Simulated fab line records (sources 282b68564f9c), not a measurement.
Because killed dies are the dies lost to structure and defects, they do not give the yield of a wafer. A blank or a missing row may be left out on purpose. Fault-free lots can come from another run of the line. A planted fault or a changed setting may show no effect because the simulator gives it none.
Shared-tool check | flow rit-cmos | 14 lots, 42 wafers sampled

## WHY THIS WAS OPENED
RIT_GATE_THK_MEAS_07, reading GATE_OXIDE_THK: flagged on 2 of 14 lots. Wafers without a fault read 3.01 nm, standard deviation 0.071.
Rule: a lot is flagged in two cases, either no wafer of it has a number, or all its wafers with numbers fall more than 4 standard deviations from that mean. The rest of the lots are taken to be sound.

lot  | measured    | on            | GATE_OXIDE_THK (nm), wafer by wafer | flag
L664 | day 2 13:09 | film-metro-01 | 3.04 2.97 3.02                      |
L665 | day 2 14:47 | film-metro-01 | 3.02 2.96 3.06                      |
L666 | day 2 21:12 | film-metro-03 | 2.98 2.96 2.98                      |
L667 | day 3 01:14 | film-metro-04 | 3.08 3.03 3.04                      |
L668 | day 3 07:54 | film-metro-03 | 2.96 3.00 2.93                      |
L669 | day 3 11:43 | film-metro-03 | 3.05 3.02 3.01                      |
L670 | day 3 15:23 | film-metro-03 | 3.11 3.09 3.05                      |
L671 | day 3 21:40 | film-metro-03 | 3.00 2.86 2.92                      |
L673 | day 4 07:41 | film-metro-04 | 2.88 2.93 2.76                      |
L677 | day 5 02:45 | film-metro-04 | 4.96 4.94 4.92                      | FLAGGED
L680 | day 5 18:02 | film-metro-03 | 3.07 3.09 3.07                      |
L681 | day 5 23:00 | film-metro-04 | 4.87 4.85 4.89                      | FLAGGED
L683 | day 6 08:23 | film-metro-01 | 3.12 2.99 2.98                      |
L685 | day 6 18:47 | film-metro-04 | 2.92 2.91 2.92                      |
Average over the flagged lots: 4.91 nm; offset from the usual +1.90 nm, equal to +27 standard deviations.

## LOT BY LOT: THE TOOL USED
The record keeps 1 process step preceding the reading, out of 202 steps on the route. Cell contents, in order: the tool; ch with the chambers the sampled wafers went through; the start.
lot  | flag    | RIT_GATE_OXIDATION_05
L664 |         | furnace-03 ch 0, day 2 10:36
L665 |         | furnace-04 ch 0, day 2 13:28
L666 |         | furnace-01 ch 0, day 2 19:53
L667 |         | furnace-03 ch 0, day 2 23:55
L668 |         | furnace-01 ch 0, day 3 06:20
L669 |         | furnace-04 ch 0, day 3 10:23
L670 |         | furnace-04 ch 0, day 3 14:03
L671 |         | furnace-01 ch 0, day 3 20:19
L673 |         | furnace-01 ch 0, day 4 06:20
L677 | FLAGGED | furnace-01 ch 0, day 5 01:24
L680 |         | furnace-03 ch 0, day 5 16:41
L681 | FLAGGED | furnace-01 ch 0, day 5 21:40
L683 |         | furnace-03 ch 0, day 6 07:03
L685 |         | furnace-04 ch 0, day 6 17:28
What these steps do:
- RIT_GATE_OXIDATION_05: target thk 3 nm, ox time 270 s.
- RIT_GATE_THK_MEAS_07

## FLAGGED OVER TOTAL, TOOL BY TOOL (the gauges that took the reading come last)
step                  | tool          | lots run | flagged | share of the flagged lots | sound lots run after its first flagged lot
RIT_GATE_OXIDATION_05 | furnace-01    | 6        | 2       | all                       | 0
RIT_GATE_OXIDATION_05 | furnace-03    | 4        | 0       | none                      | -
RIT_GATE_OXIDATION_05 | furnace-04    | 4        | 0       | none                      | -
RIT_GATE_THK_MEAS_07  | film-metro-01 | 3        | 0       | none                      | -
RIT_GATE_THK_MEAS_07  | film-metro-03 | 6        | 0       | none                      | -
RIT_GATE_THK_MEAS_07  | film-metro-04 | 5        | 2       | all                       | 1 (L685)

## THE TABLE: WHAT IT ALLOWS
In 2 table rows, all flagged lots were run: furnace-01 (RIT_GATE_OXIDATION_05), film-metro-04 (RIT_GATE_THK_MEAS_07).
- furnace-01 at RIT_GATE_OXIDATION_05 ran 6 lots, 2 of them flagged. Last sound lot L673 at day 4 06:20, first flagged lot L677 at day 5 01:24; a fault beginning in between fits.
- film-metro-04 at RIT_GATE_THK_MEAS_07 ran 5 lots, 2 of them flagged. After the first flagged lot (L685), sound lots still ran on it; a lasting fault on the whole tool would not permit that.
furnace-01 at RIT_GATE_OXIDATION_05 is the single tool remaining.

## WHAT THE SIMULATOR HAD INSERTED
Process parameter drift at RIT_GATE_OXIDATION_05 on furnace-01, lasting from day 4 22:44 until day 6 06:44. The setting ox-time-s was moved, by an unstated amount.
Shown lots that were struck: L677, L681. The same result came from the rule above.
